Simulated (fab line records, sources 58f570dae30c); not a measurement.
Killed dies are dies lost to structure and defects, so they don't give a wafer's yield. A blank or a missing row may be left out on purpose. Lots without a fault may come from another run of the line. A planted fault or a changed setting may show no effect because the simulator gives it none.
Split-lot experiment | flow berkeley_cmos170 | 5 lots, 23 wafers read, on a route of 331 steps

THE SPLIT
At UCB170_M3_PEB_13, the setting peb_temp_c was moved away from the recipe's 130 C on 5 of the 23 wafers read, by -1.3% to +2.2%. The other wafers ran this setting at the recipe's value.

FROM THE SPLIT TO THE READING: what the file shows between them, 5 steps
- UCB170_M3_DEVELOP_14: develop time 45 s
- UCB170_M3_CD_MEAS_15: target cd 700 nm
- UCB170_M3_ETCH_17: etches BARC in N2/H2
- UCB170_M3_METAL_ETCH_18: etches Al in Cl2/BCl3, stops on SiO2, target depth 1170 nm, time 195 s
- UCB170_M3_STRIP_19: strips in O2

THE READING
cd_nm, in nm, at UCB170_M3_CD_MEAS_90 (target cd 700 nm). Fault-free wafers of this fab line usually give 698.9 nm, standard deviation 2.6 nm.

wafer  | tool, chamber at the split | peb_temp_c as run, C | against the recipe | cd_nm, nm | against lot-mates on the recipe
L076.1 | litho_track-04, 0          | 130                  | recipe             | 695.6     | -
L076.2 | litho_track-04, 0          | 130                  | recipe             | 701.0     | -
L076.3 | litho_track-04, 0          | 130                  | recipe             | 698.6     | -
L076.4 | litho_track-04, 0          | 128.3                | -1.3%              | 708.8     | +10.4
L076.5 | litho_track-04, 0          | 128.3                | -1.3%              | 709.6     | +11.2
L078.1 | litho_track-01, 0          | 132.9                | +2.2%              | 679.0     | -18.5
L078.2 | litho_track-01, 0          | 130                  | recipe             | 700.1     | -
L078.4 | litho_track-01, 0          | 130                  | recipe             | 694.8     | -
L078.5 | litho_track-01, 0          | 132.9                | +2.2%              | 683.3     | -14.2
L078.6 | litho_track-01, 0          | 132.9                | +2.2%              | 675.2     | -22.2
L080.1 | litho_track-04, 0          | 130                  | recipe             | 700.7     | -
L080.2 | litho_track-04, 0          | 130                  | recipe             | 699.0     | -
L080.4 | litho_track-04, 0          | 130                  | recipe             | 700.5     | -
L080.5 | litho_track-04, 0          | 130                  | recipe             | 700.0     | -
L080.6 | litho_track-04, 0          | 130                  | recipe             | 702.0     | -
L082.1 | litho_track-02, 0          | 130                  | recipe             | 700.3     | -
L082.4 | litho_track-02, 0          | 130                  | recipe             | 696.6     | -
L082.6 | litho_track-02, 0          | 130                  | recipe             | 695.4     | -
L083.1 | litho_track-02, 0          | 130                  | recipe             | 698.8     | -
L083.2 | litho_track-02, 0          | 130                  | recipe             | 696.3     | -
L083.3 | litho_track-02, 0          | 130                  | recipe             | 697.0     | -
L083.5 | litho_track-02, 0          | 130                  | recipe             | 696.3     | -
L083.6 | litho_track-02, 0          | 130                  | recipe             | 699.1     | -

THE FIT
A straight line over all 23 wafers: cd_nm changes by -8.55 nm for each +1% of peb_temp_c; r = -0.96; the points scatter about the line by 2.4 nm.
The same after taking each lot's own level away (the mean of its wafers on the recipe; 23 wafers): -8.21 nm for each +1%; r = -0.97; scatter 2 nm.
On that fit, the largest move of peb_temp_c shifts the reading by 18 nm.
The lots' own levels span 697.43 to 700.44 nm, that is 1.2 times the standard deviation above.
So the lot-to-lot level changes the slope little: the two slopes agree.
Check: with one of the wafers moved furthest among these (+2.2%) left out of the fit, the line predicts -18.2 nm for it against its lot-mates. It came out at -18.5 nm against them.

THE WHOLE CHAIN: every reading that the file lists as answering this split, in the file's order
step                    | what it does                                                           | reading                                                   | change (the file's fit)              | r (the file's)
UCB170_M3_CD_MEAS_15    | target cd 700 nm                                                       | cd_nm                                                     | -8.09 nm for each +1% of the setting | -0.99
UCB170_M3_ETCH_17       | etches BARC in N2/H2                                                   | M3.cd_nm (the simulator's own value, which no gauge read) | -7.93 nm for each +1% of the setting | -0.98
UCB170_M3_METAL_ETCH_18 | etches Al in Cl2/BCl3, stops on SiO2, target depth 1170 nm, time 195 s | M3.cd_nm (the simulator's own value, which no gauge read) | -8.22 nm for each +1% of the setting | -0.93
UCB170_M3_CD_MEAS_90    | target cd 700 nm                                                       | cd_nm                                                     | -8.2 nm for each +1% of the setting  | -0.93

THE FILE'S OWN FIT
cd_nm changes by -8.2 nm for each +1% of peb_temp_c, r = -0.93.
